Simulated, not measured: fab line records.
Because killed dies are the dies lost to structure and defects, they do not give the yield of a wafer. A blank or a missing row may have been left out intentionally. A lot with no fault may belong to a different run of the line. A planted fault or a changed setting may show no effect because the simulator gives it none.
Which tool was responsible? -- flow berkeley cmos170 -- Sampling: 14 lots, 42 wafers, 5 of 331 route steps

WHAT EACH GAUGE READ, for each wafer
UCB170_WELLDRIVE_THK_MEAS_02.
lot,measured,on,WELLDRIVE_OXIDE_THK (nm)
L465,day 4 00:17,film metro-02,195.1 195.5 196.5
L467,day 4 16:59,film metro-01,200.0 203.9 203.1
L468,day 4 16:59,film metro-02,199.5 200.2 204.5
L469,day 4 17:02,film metro-01,202.7 200.4 204.6
L471,day 5 04:31,film metro-02,200.2 199.3 198.8
L474,day 5 18:56,film metro-01,198.4 198.8 199.2
L473,day 5 19:00,film metro-03,202.4 203.1 204.5
L475,day 5 23:42,film metro-02,204.1 198.9 199.9
L477,day 6 08:10,film metro-01,198.5 196.8 197.6
L480,day 7 08:32,film metro-03,198.4 199.1 198.3
L482,day 7 12:02,film metro-01,198.7 199.6 197.4
L486,day 8 07:36,film metro-03,202.9 202.2 205.9
L485,day 8 07:37,film metro-01,204.3 201.8 202.6
L487,day 8 20:01,film metro-01,195.1 202.6 199.9

UCB170_FIELD_THK_MEAS_90.
lot,measured,on,FIELD_OXIDE_LEFT_1_THK (nm)
L465,day 5 13:10,film metro-04,421 417 418
L467,day 6 07:11,film metro-03,438 428 439
L468,day 6 07:11,film metro-02,425 431 443
L469,day 6 07:11,film metro-04,455 454 445
L471,day 6 21:07,film metro-04,440 438 434
L474,day 7 17:49,film metro-04,437 440 436
L473,day 7 17:45,film metro-04,451 446 442
L475,day 7 17:46,film metro-02,452 444 444
L477,day 8 00:55,film metro-03,453 449 440
L480,day 8 19:22,film metro-04,439 440 435
L482,day 8 19:22,film metro-02,446 441 445
L486,day 9 20:43,film metro-02,449 445 448
L485,day 9 20:44,film metro-03,433 436 434
L487,day 10 09:39,film metro-03,431 427 437

UCB170_GATE_CD_MEAS_12: the cd target is 350 nm.
lot,measured,on,cd nm (nm)
L465,day 7 02:33,cd sem-01,352.1 353.5 352.2
L467,day 7 22:45,cd sem-01,351.6 350.4 351.5
L468,day 7 22:26,cd sem-01,349.0 349.4 349.3
L469,day 7 22:43,cd sem-02,352.1 351.3 351.6
L471,day 8 05:32,cd sem-01,350.1 350.7 351.7
L474,day 8 22:46,cd sem-01,350.4 351.3 350.7
L473,day 8 23:04,cd sem-02,350.1 349.9 350.0
L475,day 8 22:26,cd sem-02,351.3 351.8 351.2
L477,day 9 05:50,cd sem-01,351.9 350.6 350.5
L480,day 10 07:53,cd sem-02,350.6 350.7 351.4
L482,day 10 08:01,cd sem-01,350.2 349.6 349.8
L486,day 11 10:29,cd sem-02,351.4 351.2 349.0
L485,day 11 09:08,cd sem-02,349.6 349.0 349.2
L487,day 11 20:38,cd sem-02,348.9 350.0 348.4

UCB170_V2_CD_MEAS_12: the cd target is 700 nm.
lot,measured,on,cd nm (nm)
L465,day 8 16:13,cd sem-02,697.9 698.8 698.5
L467,day 9 11:55,cd sem-02,699.0 697.5 698.2
L468,day 9 10:22,cd sem-02,701.5 701.3 701.9
L469,day 9 09:38,cd sem-01,700.2 700.8 700.3
L471,day 9 17:20,cd sem-01,698.9 699.6 699.4
L474,day 10 10:43,cd sem-01,700.4 701.0 701.6
L473,day 10 10:50,cd sem-01,702.3 700.7 700.4
L475,day 10 04:18,cd sem-01,700.6 700.2 698.8
L477,day 10 15:53,cd sem-01,699.3 699.5 698.5
L480,day 11 18:35,cd sem-01,747.9 747.8 749.8
L482,day 11 21:37,cd sem-02,738.7 738.5 738.8
L486,day 12 23:19,cd sem-02,701.8 700.6 700.8
L485,day 12 23:07,cd sem-02,698.9 697.9 699.9
L487,day 13 08:35,cd sem-01,699.9 699.2 700.4

WHICH TOOL RAN EACH LOT (tool, then ch and the chambers of the sampled wafers, then the start)
lot,UCB170_V2_PEB_10
L465,"litho track-03 ch 0, day 8 15:56"
L467,"litho track-03 ch 0, day 9 11:38"
L468,"litho track-02 ch 0, day 9 10:05"
L469,"litho track-04 ch 0, day 9 09:22"
L471,"litho track-02 ch 0, day 9 17:04"
L474,"litho track-03 ch 0, day 10 10:26"
L473,"litho track-02 ch 0, day 10 10:34"
L475,"litho track-03 ch 0, day 10 04:02"
L477,"litho track-02 ch 0, day 10 15:37"
L480,"litho track-03 ch 0, day 11 18:19"
L482,"litho track-03 ch 0, day 11 21:21"
L486,"litho track-02 ch 0, day 12 23:01"
L485,"litho track-02 ch 0, day 12 22:47"
L487,"litho track-02 ch 0, day 13 08:19"
- UCB170_V2_PEB_10

WHAT THE TOOLS THEMSELVES READ (means of the sampled wafers that have a number; where no wafer has one, the mark that the record gives instead)
UCB170_V2_PEB_10.
lot,tool,chill plate temp C (C),heater power total W (W),plate temp C (C)
L465,litho track-03,23.10,56.80,129.94
L467,litho track-03,23.08,56.77,130.06
L468,litho track-02,22.91,56.80,130.15
L469,litho track-04,23.03,56.86,129.94
L471,litho track-02,23.10,56.76,130.13
L474,litho track-03,23.13,56.83,130.07
L473,litho track-02,22.95,56.75,130.06
L475,litho track-03,23.06,56.76,130.00
L477,litho track-02,23.01,56.85,129.91
L480,litho track-03,23.05,63.84,142.26
L482,litho track-03,22.90,63.89,142.23
L486,litho track-02,22.98,56.77,130.08
L485,litho track-02,22.96,56.77,129.89
L487,litho track-02,22.95,56.82,130.12

THE ANSWER, worked out from the rows above alone
Rule: what is usual is taken from the lots themselves. The widest of any qualifying gaps counts: lots, ordered by their means at a reading, are off when they make up no more than a third of the lots, leave a main group of 4 or more, and stand apart from it by 3 or more times the standard deviation of that group's means. If all means in a main group match to the digits the tables above print for the reading, that group is not used. Also off: a lot with no number at a reading for which 4 or more lots have one. Any other lot the step has rows for is counted as sound. The gauges are gone through in route order, then the tools' own readings, and for those a lot's mean is taken as printed above. At the first step where some lot is off, the reading lying furthest off is the one used; lots without a number count as furthest.
Off: L480, L482, at UCB170_V2_CD_MEAS_12 (cd nm). The main group: mean 699.9 nm, standard deviation 1.1.
A tool fits if, at a process step before that reading, it ran every lot that is off, and no sound lot after the first of them. The gauges at UCB170_V2_CD_MEAS_12 aren't tried: what is off there is off at UCB170_V2_PEB_10 too, on other tools, and a gauge's error can't cause that. One fits: litho track-03 at UCB170_V2_PEB_10. Its last sound lot is L474 (day 10 10:26), its first lot that is off L480 (day 11 18:19): a fault that began between those two fits.
The tool's own readings at UCB170_V2_PEB_10 bear it out: on the lots that are off they differ by more than 5 times the standard deviation of the sound lots' means. heater power total W reads 63.87 W there against 56.80 W on the sound lots; plate temp C reads 142.25 C there against 130.03 C on the sound lots.

WHAT THE SIMULATOR PUT IN
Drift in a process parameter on litho track-03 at UCB170_V2_PEB_10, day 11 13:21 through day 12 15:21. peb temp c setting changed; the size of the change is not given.
Struck lots among those shown: L480, L482. This agrees with what the rule above found.
